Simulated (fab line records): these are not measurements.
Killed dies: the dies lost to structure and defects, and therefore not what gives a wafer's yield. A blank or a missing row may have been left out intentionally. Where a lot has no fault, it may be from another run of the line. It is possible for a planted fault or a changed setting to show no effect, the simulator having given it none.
Chamber matching / flow berkeleyCmos170 / UCB170_V1_CMP_02 on cmp-01 has 4 sister chambers
The step polishes SiO2. 8 wafers are shown with their chamber, then 7 later ones without.

WAFERS WITH THEIR CHAMBER
wafer=L885.5; chamber=0; motorCurrentA (A)=19.7; retainingRingPressureFrac=0.991
wafer=L886.3; chamber=3; motorCurrentA (A)=16.0; retainingRingPressureFrac=0.998
wafer=L886.5; chamber=2; motorCurrentA (A)=19.0; retainingRingPressureFrac=1.002
wafer=L891.1; chamber=1; motorCurrentA (A)=14.5; retainingRingPressureFrac=0.994
wafer=L891.3; chamber=3; motorCurrentA (A)=16.0; retainingRingPressureFrac=0.996
wafer=L891.4; chamber=2; motorCurrentA (A)=18.0; retainingRingPressureFrac=0.999
wafer=L897.2; chamber=0; motorCurrentA (A)=20.4; retainingRingPressureFrac=0.993
wafer=L897.4; chamber=1; motorCurrentA (A)=13.8; retainingRingPressureFrac=1.001

WAFERS WHOSE CHAMBER IS MISSING
wafer=L897.6; motorCurrentA (A)=19.8; retainingRingPressureFrac=0.996
wafer=L900.1; motorCurrentA (A)=18.7; retainingRingPressureFrac=0.999
wafer=L900.2; motorCurrentA (A)=20.4; retainingRingPressureFrac=0.994
wafer=L900.3; motorCurrentA (A)=15.0; retainingRingPressureFrac=1.005
wafer=L901.4; motorCurrentA (A)=18.9; retainingRingPressureFrac=1.006
wafer=L901.5; motorCurrentA (A)=19.3; retainingRingPressureFrac=0.997
wafer=L901.6; motorCurrentA (A)=15.1; retainingRingPressureFrac=0.999

WHICH CHAMBER EACH ONE RAN IN
wafer=L897.6; from the rows above=can't be placed: 0 or 2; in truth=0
wafer=L900.1; from the rows above=2; in truth=2
wafer=L900.2; from the rows above=0; in truth=0
wafer=L900.3; from the rows above=can't be placed: 1 or 3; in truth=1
wafer=L901.4; from the rows above=2; in truth=2
wafer=L901.5; from the rows above=can't be placed: 2 or 0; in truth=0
wafer=L901.6; from the rows above=can't be placed: 3 or 1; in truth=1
3 of 7 placed correctly. These rows do not allow placing 4 (true chamber among the candidates in 4). 0 placed wrongly.
How it was worked out, from the rows above alone: a wafer's distance from a chamber is the root of the sum, over the readings, of the square of ((its reading less the chamber's mean) divided by the reading's scatter). The wafer belongs to the nearest chamber; if the next one is less than 2 further off, it can't be placed. Each chamber's mean is taken over the wafers shown for it. How the scatter is found: for the shown wafers, subtract from each reading the mean of its chamber, square and add these, divide the total by (wafers less chambers), then take the root.
